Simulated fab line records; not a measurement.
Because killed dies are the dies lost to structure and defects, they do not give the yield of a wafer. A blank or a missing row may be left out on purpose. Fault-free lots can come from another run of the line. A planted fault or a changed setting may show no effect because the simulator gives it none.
Chamber matching    flow berkeley-cmos170    UCB170_V2_CVD_00 on pecvd-01 has 3 sister chambers
The step deposits SiO2 from TEOS/O2, target thk 2000 nm, time 250 s. 3 wafers are shown with their chamber, then 9 later ones without.

== WAFERS WITH THEIR CHAMBER ==
wafer   chamber  heater-power-w (W)
L088.1  1        348
L088.4  0        222
L088.5  2        291

== WAFERS WITH NO CHAMBER GIVEN ==
wafer   heater-power-w (W)
L092.4  388
L092.5  290
L092.6  313
L094.1  282
L094.4  218
L094.5  288
L095.1  352
L095.3  310
L095.5  287

== WHICH CHAMBER EACH ONE RAN IN ==
wafer    from the rows above       in truth
L092.4   1                         1
L092.5   2                         2
L092.6   can't be placed: 2 or 1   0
L094.1   2                         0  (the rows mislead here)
L094.4   0                         0
L094.5   2                         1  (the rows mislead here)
L095.1   1                         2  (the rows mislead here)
L095.3   can't be placed: 2 or 1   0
L095.5   2                         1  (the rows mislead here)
Placed correctly: 3 of 9. Cannot be placed on the basis of these rows: 2; the candidates contain the true chamber in 0. 4 placed wrongly.
How it was worked out, from the rows above alone: a wafer's distance from a chamber is the root of the sum, over the readings, of the square of ((its reading less the chamber's mean) divided by the reading's scatter). If the next closest chamber is less than 2 further off than the closest, the wafer can't be placed; otherwise it belongs to the closest. For every chamber, the mean is computed from those of its wafers that are shown. The scatter: root of mean squared gap, hidden wafer to nearest shown wafer, with one shown wafer a chamber.
